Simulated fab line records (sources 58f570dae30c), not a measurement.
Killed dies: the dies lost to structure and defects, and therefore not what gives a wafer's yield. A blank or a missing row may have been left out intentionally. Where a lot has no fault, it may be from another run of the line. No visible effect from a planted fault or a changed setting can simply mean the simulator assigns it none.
Which tool was responsible? + flow berkeley_cmos170 + at 1 step of a route of 331, 15 lots with 45 wafers sampled

## WHAT THE GAUGES SHOWED, per wafer
Not one reading of a measure or inspect step in the record can be checked against a usual standard deviation.

## TOOL THAT RAN EACH LOT (tool first, then ch and the chambers of the sampled wafers, then the start)
| lot  | UCB170_FIELD_WET_ETCH_04       |
|------|--------------------------------|
| L577 | wet_bench-04 ch 2, day 5 07:31 |
| L579 | wet_bench-03 ch 2, day 5 13:04 |
| L580 | wet_bench-03 ch 1, day 5 13:04 |
| L581 | wet_bench-02 ch 2, day 5 17:08 |
| L582 | wet_bench-03 ch 0, day 6 06:37 |
| L585 | wet_bench-02 ch 1, day 6 14:39 |
| L586 | wet_bench-02 ch 2, day 6 14:39 |
| L587 | wet_bench-03 ch 1, day 7 03:43 |
| L588 | wet_bench-03 ch 1, day 7 03:43 |
| L590 | wet_bench-04 ch 0, day 7 19:50 |
| L591 | wet_bench-04 ch 1, day 7 19:50 |
| L592 | wet_bench-03 ch 2, day 8 09:53 |
| L593 | wet_bench-03 ch 3, day 8 09:53 |
| L594 | wet_bench-03 ch 3, day 8 09:53 |
| L597 | wet_bench-02 ch 2, day 9 11:32 |
- UCB170_FIELD_WET_ETCH_04: etches SiO2 in dHF, time 60 s.

## AS READ BY THE TOOLS THEMSELVES (means over the sampled wafers that have a number; for cases with no such wafer, the mark the record gives instead)
UCB170_FIELD_WET_ETCH_04.
| lot  | tool         | bath_heat_duty_pct (%) | run_length_s (s) | temp_c (C) |
|------|--------------|------------------------|------------------|------------|
| L577 | wet_bench-04 | 5.5                    | 84.4             | 24.91      |
| L579 | wet_bench-03 | 5.5                    | 92.0             | 24.89      |
| L580 | wet_bench-03 | 6.5                    | 91.4             | 24.89      |
| L581 | wet_bench-02 | 5.9                    | 93.0             | 25.02      |
| L582 | wet_bench-03 | 5.8                    | 86.8             | 25.06      |
| L585 | wet_bench-02 | 6.7                    | 87.4             | 25.02      |
| L586 | wet_bench-02 | 5.8                    | 87.3             | 25.00      |
| L587 | wet_bench-03 | 5.8                    | 85.6             | 25.10      |
| L588 | wet_bench-03 | 5.9                    | 84.9             | 25.10      |
| L590 | wet_bench-04 | -                      | -                | -          |
| L591 | wet_bench-04 | -                      | -                | -          |
| L592 | wet_bench-03 | -                      | -                | -          |
| L593 | wet_bench-03 | 4.5                    | 93.7             | 25.03      |
| L594 | wet_bench-03 | 5.0                    | 93.0             | 24.95      |
| L597 | wet_bench-02 | 5.3                    | 85.8             | 25.05      |

## THE ANSWER, worked out from the rows above alone
Rule: the usual values come from the lots themselves. Put in order of their means at a reading, lots are off if they are a third of the lots or fewer, leave a main group of 4 or more, and stand apart from it by a gap of 3 or more times the standard deviation of the main group's means; of several such gaps the widest counts. A main group is skipped when, at the precision printed for the reading in the tables above, its means are all equal. Also off: a lot with no number at a reading for which 4 or more lots have one. Any other lot the step has rows for is counted as sound. The gauges are gone through in route order, then the tools' own readings, and for those a lot's mean is taken as printed above. The first step at which some lot is off is used, and at that step the reading that is off furthest; a lot without a number counts as furthest.
Off: L590, L591, L592 (UCB170_FIELD_WET_ETCH_04, bath_heat_duty_pct). Without a number there: L590, L591, L592. The main group has a mean of 5.7 % with a standard deviation of 0.57.
If a tool, at that step or one of the process steps before it, ran each lot that is off and ran no sound lot following the first of them, it fits. None of those tried fits.

## WHAT WAS PUT IN BY THE SIMULATOR
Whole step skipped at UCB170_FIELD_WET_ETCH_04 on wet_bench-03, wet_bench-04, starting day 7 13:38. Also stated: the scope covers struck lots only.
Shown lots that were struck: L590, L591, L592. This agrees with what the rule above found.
